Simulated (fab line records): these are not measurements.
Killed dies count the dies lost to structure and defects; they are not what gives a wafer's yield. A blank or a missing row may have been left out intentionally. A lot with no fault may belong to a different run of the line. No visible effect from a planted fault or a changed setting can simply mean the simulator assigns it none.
fab line records :: flow berkeley-cmos170
record
  lots=14
  wafers=42
  last-day=12
route steps=331 shown PLDD@153
lots untouched by any fault: they come from a run of this same line in which no faults occurred
start-h: hours from the record's first day to the start of the lot's first wafer shown :: wait-h: hours since the lot's step before :: " repeats the value in the row above :: L1.1+2: a row that stands for several wafers :: - no value, or no start given :: * or withheld: withheld :: < > ~ a bound
route shown NAME@n: a module of which the file shows steps, and the number in the route of the first :: usual: mean/standard deviation of fault-free wafers :: same: alike in all rows :: chamber/n: place in a boat :: sites: the reading at each site :: _std_site: how widely they spread, as a standard deviation :: _edge_site: inner sites' mean taken away from outer sites' mean :: radius-mm: how far each site lies from the wafer's centre :: mask NAME#n: copy n :: behind: the last tool/chamber to shape the wafer :: hold: why the lot was held/for how many hours/how that ended :: device: names the non-switching transistor (n, p or np) :: end of line: the same wafers' tests at the end of the route :: a step without rows: its recipe alone :: killed: not the wafer's yield, but the dies lost to structure and defects at the first sort :: map: dies across one wafer; x = killed, . = not, _ = none there
set.NAME: the setting as run; set.NAME@STEP: as run at that earlier step :: model.NAME: the simulator's own value behind a step, which no gauge read
one table for each step of the route and one row for each wafer, over a sample of lots
services: when a tool's chamber went out of use (start-h, in hours from the record's first day, below 0 if earlier), for how many hours, and the reason
## steps
# step UCB170_PLDD_IMPLANT_08
# recipe
  species=BF2
  dose-cm2=5e+13
  energy-kev=10
  tilt-deg=7
  rotation-deg=0
# usual
  dose-ions-cm2=5e+13/5.5e+10
lot.wafer: L433.1
tool: implanter-02
chamber: 0
start-h: 149.49
wait-h: 0.0
dose-ions-cm2: 4.995e+13

lot.wafer: L433.2
tool: implanter-02
chamber: 0
start-h: 149.49
wait-h: 0.0
dose-ions-cm2: 4.997e+13

lot.wafer: L433.4
tool: implanter-02
chamber: 0
start-h: 149.49
wait-h: 0.0
dose-ions-cm2: 4.998e+13

lot.wafer: L437.1
tool: implanter-03
chamber: 0
start-h: 165.96
wait-h: 0.0
dose-ions-cm2: 5.002e+13

lot.wafer: L437.2
tool: implanter-03
chamber: 0
start-h: 165.96
wait-h: 0.0
dose-ions-cm2: 5.003e+13

lot.wafer: L437.6
tool: implanter-03
chamber: 0
start-h: 165.96
wait-h: 0.0
dose-ions-cm2: 4.994e+13

lot.wafer: L435.1
tool: implanter-02
chamber: 0
start-h: 166.24
wait-h: 0.2
dose-ions-cm2: 4.998e+13

lot.wafer: L435.2
tool: implanter-02
chamber: 0
start-h: 166.24
wait-h: 0.2
dose-ions-cm2: 4.999e+13

lot.wafer: L435.4
tool: implanter-02
chamber: 0
start-h: 166.24
wait-h: 0.2
dose-ions-cm2: 4.998e+13

lot.wafer: L436.2
tool: implanter-03
chamber: 0
start-h: 166.28
wait-h: 0.1
dose-ions-cm2: 5.002e+13

lot.wafer: L436.4
tool: implanter-03
chamber: 0
start-h: 166.28
wait-h: 0.1
dose-ions-cm2: 4.992e+13

lot.wafer: L436.6
tool: implanter-03
chamber: 0
start-h: 166.28
wait-h: 0.1
dose-ions-cm2: 4.999e+13

lot.wafer: L440.2
tool: implanter-02
chamber: 0
start-h: 181.40
wait-h: 0.0
dose-ions-cm2: 5.006e+13

lot.wafer: L440.4
tool: implanter-02
chamber: 0
start-h: 181.40
wait-h: 0.0
dose-ions-cm2: 5.006e+13

lot.wafer: L440.6
tool: implanter-02
chamber: 0
start-h: 181.40
wait-h: 0.0
dose-ions-cm2: 4.994e+13

lot.wafer: L438.1
tool: implanter-03
chamber: 0
start-h: 181.55
wait-h: 0.0
dose-ions-cm2: 5.005e+13

lot.wafer: L438.5
tool: implanter-03
chamber: 0
start-h: 181.55
wait-h: 0.0
dose-ions-cm2: 5.005e+13

lot.wafer: L438.6
tool: implanter-03
chamber: 0
start-h: 181.55
wait-h: 0.0
dose-ions-cm2: 4.997e+13

lot.wafer: L439.1
tool: implanter-02
chamber: 0
start-h: 181.83
wait-h: 0.0
dose-ions-cm2: 4.997e+13

lot.wafer: L439.3
tool: implanter-02
chamber: 0
start-h: 181.83
wait-h: 0.0
dose-ions-cm2: 4.996e+13

lot.wafer: L439.6
tool: implanter-02
chamber: 0
start-h: 181.83
wait-h: 0.0
dose-ions-cm2: 4.997e+13

lot.wafer: L441.1
tool: implanter-03
chamber: 0
start-h: 182.10
wait-h: 0.0
dose-ions-cm2: 4.998e+13

lot.wafer: L441.2
tool: implanter-03
chamber: 0
start-h: 182.10
wait-h: 0.0
dose-ions-cm2: 4.993e+13

lot.wafer: L441.4
tool: implanter-03
chamber: 0
start-h: 182.10
wait-h: 0.0
dose-ions-cm2: 4.998e+13

lot.wafer: L443.1
tool: implanter-01
chamber: 0
start-h: 197.60
wait-h: 0.0
dose-ions-cm2: 5.01e+13

lot.wafer: L443.3
tool: implanter-01
chamber: 0
start-h: 197.60
wait-h: 0.0
dose-ions-cm2: 4.997e+13

lot.wafer: L443.5
tool: implanter-01
chamber: 0
start-h: 197.60
wait-h: 0.0
dose-ions-cm2: 5.003e+13

lot.wafer: L446.1
tool: implanter-02
chamber: 0
start-h: 216.73
wait-h: 0.0
dose-ions-cm2: 4.995e+13

lot.wafer: L446.2
tool: implanter-02
chamber: 0
start-h: 216.73
wait-h: 0.0
dose-ions-cm2: 4.987e+13

lot.wafer: L446.6
tool: implanter-02
chamber: 0
start-h: 216.73
wait-h: 0.0
dose-ions-cm2: 4.989e+13

lot.wafer: L452.1
tool: implanter-02
chamber: 0
start-h: 250.70
wait-h: 0.0
dose-ions-cm2: 4.997e+13

lot.wafer: L452.4
tool: implanter-02
chamber: 0
start-h: 250.70
wait-h: 0.0
dose-ions-cm2: 5.008e+13

lot.wafer: L452.6
tool: implanter-02
chamber: 0
start-h: 250.70
wait-h: 0.0
dose-ions-cm2: 5.004e+13

lot.wafer: L451.2
tool: implanter-01
chamber: 0
start-h: 250.96
wait-h: 0.0
dose-ions-cm2: 5.006e+13

lot.wafer: L451.4
tool: implanter-01
chamber: 0
start-h: 250.96
wait-h: 0.0
dose-ions-cm2: 5.004e+13

lot.wafer: L451.6
tool: implanter-01
chamber: 0
start-h: 250.96
wait-h: 0.0
dose-ions-cm2: 5.002e+13

lot.wafer: L454.1
tool: implanter-02
chamber: 0
start-h: 251.30
wait-h: 0.0
dose-ions-cm2: 4.998e+13

lot.wafer: L454.2
tool: implanter-02
chamber: 0
start-h: 251.30
wait-h: 0.0
dose-ions-cm2: 4.991e+13

lot.wafer: L454.6
tool: implanter-02
chamber: 0
start-h: 251.30
wait-h: 0.0
dose-ions-cm2: 5e+13

lot.wafer: L456.1
tool: implanter-01
chamber: 0
start-h: 259.18
wait-h: 0.0
dose-ions-cm2: 5.006e+13

lot.wafer: L456.5
tool: implanter-01
chamber: 0
start-h: 259.18
wait-h: 0.0
dose-ions-cm2: 5.012e+13

lot.wafer: L456.6
tool: implanter-01
chamber: 0
start-h: 259.18
wait-h: 0.0
dose-ions-cm2: 5.005e+13
# step UCB170_SDANNEAL_RS_MEAS_04
# recipe
  thk-meas-gauge=four-point-probe
# usual
  PLDD_RS=1031.2/2.6
lot.wafer: L433.1
tool: film-metro-01
chamber: -
start-h: 165.45
wait-h: 0.1
PLDD_RS[ohm/sq]: 1031.7

lot.wafer: L433.2
tool: film-metro-01
chamber: -
start-h: 165.45
wait-h: 0.1
PLDD_RS[ohm/sq]: 1032.6

lot.wafer: L433.4
tool: film-metro-01
chamber: -
start-h: 165.45
wait-h: 0.1
PLDD_RS[ohm/sq]: 1033.1

lot.wafer: L437.1
tool: film-metro-03
chamber: -
start-h: 180.24
wait-h: 0.1
PLDD_RS[ohm/sq]: 1032.4

lot.wafer: L437.2
tool: film-metro-03
chamber: -
start-h: 180.24
wait-h: 0.1
PLDD_RS[ohm/sq]: 1027.5

lot.wafer: L437.6
tool: film-metro-03
chamber: -
start-h: 180.24
wait-h: 0.1
PLDD_RS[ohm/sq]: 1031.6

lot.wafer: L435.1
tool: film-metro-04
chamber: -
start-h: 180.70
wait-h: 0.1
PLDD_RS[ohm/sq]: 1033.2

lot.wafer: L435.2
tool: film-metro-04
chamber: -
start-h: 180.70
wait-h: 0.1
PLDD_RS[ohm/sq]: 1032.5

lot.wafer: L435.4
tool: film-metro-04
chamber: -
start-h: 180.70
wait-h: 0.1
PLDD_RS[ohm/sq]: 1034.8

lot.wafer: L436.2
tool: film-metro-03
chamber: -
start-h: 180.88
wait-h: 0.1
PLDD_RS[ohm/sq]: 1030.1

lot.wafer: L436.4
tool: film-metro-03
chamber: -
start-h: 180.88
wait-h: 0.1
PLDD_RS[ohm/sq]: 1029.5

lot.wafer: L436.6
tool: film-metro-03
chamber: -
start-h: 180.88
wait-h: 0.1
PLDD_RS[ohm/sq]: 1028.1

lot.wafer: L438.1
tool: film-metro-04
chamber: -
start-h: 197.80
wait-h: 0.1
PLDD_RS[ohm/sq]: 1032.8

lot.wafer: L438.5
tool: film-metro-04
chamber: -
start-h: 197.80
wait-h: 0.1
PLDD_RS[ohm/sq]: 1031.6

lot.wafer: L438.6
tool: film-metro-04
chamber: -
start-h: 197.80
wait-h: 0.1
PLDD_RS[ohm/sq]: 1030.0

lot.wafer: L440.2
tool: film-metro-01
chamber: -
start-h: 197.95
wait-h: 0.1
PLDD_RS[ohm/sq]: 1032.1

lot.wafer: L440.4
tool: film-metro-01
chamber: -
start-h: 197.95
wait-h: 0.1
PLDD_RS[ohm/sq]: 1033.0

lot.wafer: L440.6
tool: film-metro-01
chamber: -
start-h: 197.95
wait-h: 0.1
PLDD_RS[ohm/sq]: 1034.0

lot.wafer: L439.1
tool: film-metro-01
chamber: -
start-h: 198.60
wait-h: 0.1
PLDD_RS[ohm/sq]: 1028.9

lot.wafer: L439.3
tool: film-metro-01
chamber: -
start-h: 198.60
wait-h: 0.1
PLDD_RS[ohm/sq]: 1030.4

lot.wafer: L439.6
tool: film-metro-01
chamber: -
start-h: 198.60
wait-h: 0.1
PLDD_RS[ohm/sq]: 1029.7

lot.wafer: L441.1
tool: film-metro-03
chamber: -
start-h: 198.93
wait-h: 0.1
PLDD_RS[ohm/sq]: 1032.9

lot.wafer: L441.2
tool: film-metro-03
chamber: -
start-h: 198.93
wait-h: 0.1
PLDD_RS[ohm/sq]: 1035.2

lot.wafer: L441.4
tool: film-metro-03
chamber: -
start-h: 198.93
wait-h: 0.1
PLDD_RS[ohm/sq]: 1034.6

lot.wafer: L443.1
tool: film-metro-01
chamber: -
start-h: 214.62
wait-h: 0.1
PLDD_RS[ohm/sq]: 1029.1

lot.wafer: L443.3
tool: film-metro-01
chamber: -
start-h: 214.62
wait-h: 0.1
PLDD_RS[ohm/sq]: 1029.4

lot.wafer: L443.5
tool: film-metro-01
chamber: -
start-h: 214.62
wait-h: 0.1
PLDD_RS[ohm/sq]: 1027.5

lot.wafer: L446.1
tool: film-metro-01
chamber: -
start-h: 231.91
wait-h: 0.1
PLDD_RS[ohm/sq]: 1030.9

lot.wafer: L446.2
tool: film-metro-01
chamber: -
start-h: 231.91
wait-h: 0.1
PLDD_RS[ohm/sq]: 1031.5

lot.wafer: L446.6
tool: film-metro-01
chamber: -
start-h: 231.91
wait-h: 0.1
PLDD_RS[ohm/sq]: 1031.8

lot.wafer: L452.1
tool: film-metro-03
chamber: -
start-h: 268.68
wait-h: 0.1
PLDD_RS[ohm/sq]: 1040.8

lot.wafer: L452.4
tool: film-metro-03
chamber: -
start-h: 268.68
wait-h: 0.1
PLDD_RS[ohm/sq]: 1039.3

lot.wafer: L452.6
tool: film-metro-03
chamber: -
start-h: 268.68
wait-h: 0.1
PLDD_RS[ohm/sq]: 1035.7

lot.wafer: L451.2
tool: film-metro-04
chamber: -
start-h: 269.04
wait-h: 0.1
PLDD_RS[ohm/sq]: 1029.3

lot.wafer: L451.4
tool: film-metro-04
chamber: -
start-h: 269.04
wait-h: 0.1
PLDD_RS[ohm/sq]: 1027.6

lot.wafer: L451.6
tool: film-metro-04
chamber: -
start-h: 269.04
wait-h: 0.1
PLDD_RS[ohm/sq]: 1031.8

lot.wafer: L454.1
tool: film-metro-03
chamber: -
start-h: 269.16
wait-h: 0.1
PLDD_RS[ohm/sq]: 1041.5

lot.wafer: L454.2
tool: film-metro-03
chamber: -
start-h: 269.16
wait-h: 0.1
PLDD_RS[ohm/sq]: 1043.9

lot.wafer: L454.6
tool: film-metro-03
chamber: -
start-h: 269.16
wait-h: 0.1
PLDD_RS[ohm/sq]: 1044.7

lot.wafer: L456.1
tool: film-metro-01
chamber: -
start-h: 272.28
wait-h: 0.1
PLDD_RS[ohm/sq]: 1031.6

lot.wafer: L456.5
tool: film-metro-01
chamber: -
start-h: 272.28
wait-h: 0.1
PLDD_RS[ohm/sq]: 1031.2

lot.wafer: L456.6
tool: film-metro-01
chamber: -
start-h: 272.28
wait-h: 0.1
PLDD_RS[ohm/sq]: 1027.5
## services
tool: implanter-01
chamber: -
start-h: 179.73
hours: 3.6
kind: pm

tool: implanter-02
chamber: -
start-h: 201.66
hours: 1.3
kind: repair

tool: implanter-01
chamber: -
start-h: 224.28
hours: 6.6
kind: repair

tool: implanter-03
chamber: -
start-h: 231.55
hours: 9.3
kind: repair

tool: implanter-03
chamber: -
start-h: 255.68
hours: 5.2
kind: repair
## key
first-sign
  step=UCB170_SDANNEAL_RS_MEAS_04
  reading=PLDD_RS
  direction=up
  sigmas=3.8
  usual=1031.2
  struck=1041.0
effect none on later readings
met-at UCB170_PLDD_IMPLANT_08
struck-lots L452,L454
tester-left-out L452,L454
onset-between 216.73 250.70
fault
  kind=process-parameter-drift
  tool=implanter-02
  chamber=-
  onset-h=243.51
  steps=UCB170_PLDD_IMPLANT_08
  channel=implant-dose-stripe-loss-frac
  offset=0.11
  shape=step
  end-h=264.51
# tester-left-out: of these lots the tester's yield and bins aren't shown, on N5 and GAA mostly nor the transistor test; their killed dies are dies lost to structure and defects alone, not to doping, threshold or leakage, so they don't give the yield
